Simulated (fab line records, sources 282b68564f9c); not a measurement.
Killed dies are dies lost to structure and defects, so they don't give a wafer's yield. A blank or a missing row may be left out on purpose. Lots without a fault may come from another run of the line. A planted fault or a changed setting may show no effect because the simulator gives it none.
Which tool did it? | flow rit_cmos | 14 lots, 42 wafers sampled, at 1 step of a route of 202

WHAT THE GAUGES READ, wafer by wafer
The record holds no reading of a measuring or inspecting step that can be judged against a usual standard deviation.

WHICH TOOL RAN EACH LOT (tool, then ch and the chambers of the sampled wafers, then the start)
lot  | RIT_PSD_DEVELOP_05
L302 | litho_track-04 ch 0, day 3 15:00
L303 | litho_track-03 ch 0, day 3 18:00
L304 | litho_track-02 ch 0, day 3 18:00
L305 | litho_track-03 ch 0, day 3 22:00
L308 | litho_track-04 ch 0, day 4 10:00
L309 | litho_track-03 ch 0, day 4 22:00
L314 | litho_track-02 ch 0, day 5 19:00
L317 | litho_track-03, day 6 11:00
L318 | litho_track-04, day 6 17:00
L319 | litho_track-02 ch 0, day 6 20:00
L321 | litho_track-03 ch 0, day 7 04:00
L322 | litho_track-02 ch 0, day 7 06:00
L323 | litho_track-03 ch 0, day 7 15:00
L324 | litho_track-04 ch 0, day 7 19:00
- RIT_PSD_DEVELOP_05: develop time 50 s.

WHAT THE TOOLS THEMSELVES READ (means of the sampled wafers that have a number; where no wafer has one, the mark that the record gives instead)
RIT_PSD_DEVELOP_05. Usual: chill_plate_temp_C 23.01 C, standard deviation 0.11.
lot  | tool           | chill_plate_temp_C (C) | flag
L302 | litho_track-04 | 23.09                  |
L303 | litho_track-03 | 22.97                  |
L304 | litho_track-02 | 23.10                  |
L305 | litho_track-03 | 22.94                  |
L308 | litho_track-04 | 23.21                  |
L309 | litho_track-03 | 22.79                  |
L314 | litho_track-02 | 22.88                  |
L317 | litho_track-03 | -                      | OFF
L318 | litho_track-04 | -                      | OFF
L319 | litho_track-02 | 22.92                  |
L321 | litho_track-03 | 22.87                  |
L322 | litho_track-02 | 23.01                  |
L323 | litho_track-03 | 23.00                  |
L324 | litho_track-04 | 23.08                  |

THE ANSWER, worked out from the rows above alone
Rule: a lot is off if the mean of its wafers that have a number lies more than 3 standard deviations from the usual mean. A lot without any number at a reading at which 4 lots or more have one is off too. The other lots that the step has rows for count as sound. The gauges are gone through in route order, then the tools' own readings, and for those a lot's mean is taken as printed above. The first step at which some lot is off is used, and at that step the reading that is off furthest; a lot without a number counts as furthest.
Off: L317, L318, at RIT_PSD_DEVELOP_05 (chill_plate_temp_C). Without a number there: L317, L318.
A tool fits if, at that step or a process step before it, it ran every lot that is off, and no sound lot after the first of them. None of those tried fits.

WHAT THE SIMULATOR HAD PUT IN
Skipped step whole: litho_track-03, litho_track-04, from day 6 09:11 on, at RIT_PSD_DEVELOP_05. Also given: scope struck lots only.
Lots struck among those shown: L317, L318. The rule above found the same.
